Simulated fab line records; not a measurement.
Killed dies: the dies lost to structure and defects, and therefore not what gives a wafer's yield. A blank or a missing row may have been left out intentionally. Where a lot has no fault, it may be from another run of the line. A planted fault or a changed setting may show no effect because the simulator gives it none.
The same fault as seen by 2 desks | flow rit_cmos | numbers are kept per desk, each desk with only its own; the story behind them comes last

== FROM THE METROLOGY DESK ==
What the gauges read, lot by lot, whatever tool the lot ran on: means of the sampled wafers that have a number. A lot is out of limits, marked OUT, if its mean lies more than 4 standard deviations from the usual mean; the brackets give that distance.
Columns: A = PWELL_TW at RIT_PWELL_TW_MEAS_10, usual 944; B = PWELL_RS at RIT_WELLDRIVE_RS_MEAS_02, usual 429.2 ohm/sq
lot  | first seen here | A               | B
L448 | day 2 07:40     | 963             | 431.5
L449 | day 2 09:02     | 932             | 430.9
L450 | day 2 11:17     | 955             | 428.8
L451 | day 2 15:19     | 930             | 430.8
L452 | day 2 20:00     | 955             | 430.6
L453 | day 3 01:00     | 940             | 427.2
L454 | day 3 05:16     | 962             | 427.1
L465 | day 5 11:41     | 1018 (+6.2) OUT | 363.7 (-39) OUT
L466 | day 5 16:42     | 1014 (+5.9) OUT | 364.7 (-38) OUT
L467 | day 5 21:40     | 936             | 427.4
L468 | day 6 02:51     | 936             | 428.3
L469 | day 6 07:36     | 952             | 427.5
L470 | day 6 12:43     | 936             | 430.9
L471 | day 6 17:26     | 953             | 430.3
This desk's result: L465, L466 out of limits, first on L465 (PWELL_TW at RIT_PWELL_TW_MEAS_10), day 5 11:41. Within limits: L448, L449, L450, L451, L452, L453, L454, L467, L468, L469, L470, L471.

== AT THE TOOL OWNER'S DESK: implanter-02 ==
The tool's own readings at RIT_PWELL_IMPLANT_08, given as means over the sampled wafers that have a number, one for each lot that went through this tool. A lot is out of limits, marked OUT, if its mean lies more than 4 standard deviations from the usual mean; the brackets give that distance.
Columns: A = dose_ions_cm2 at RIT_PWELL_IMPLANT_08, usual 7e+13; B = faraday_current_uA at RIT_PWELL_IMPLANT_08, usual 222
lot  | first seen here | A                       | B
L449 | day 2 08:43     | 7e+13                   | 220
L453 | day 3 00:43     | 7e+13                   | 222
L454 | day 3 04:58     | 7e+13                   | 219
L465 | day 5 11:24     | 9e+13 (+99 or more) OUT | 289 (+14) OUT
L466 | day 5 16:22     | 9e+13 (+99 or more) OUT | 291 (+14) OUT
This desk finds L465, L466 out of limits, L465 being first, at day 5 11:24 (dose_ions_cm2 at RIT_PWELL_IMPLANT_08). Within limits: L449, L453, L454.

== TAKEN TOGETHER ==
An alarm could have come from the tool owner's desk at day 5 11:24, on L465, L466.
Metrology desk: alarm possible at day 5 11:41 on L465, L466.
Of the lots named, all ran RIT_PWELL_IMPLANT_08 on implanter-02.

== WHAT THE SIMULATOR HAD INSERTED ==
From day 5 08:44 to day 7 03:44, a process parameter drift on implanter-02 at RIT_PWELL_IMPLANT_08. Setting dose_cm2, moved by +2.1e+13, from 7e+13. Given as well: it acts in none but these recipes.
Shown lots that were struck: L465, L466.
Delay (hours) between the fault's onset and each desk's first out-of-limits reading: 3 at the tool owner's desk, 3 at the metrology desk.
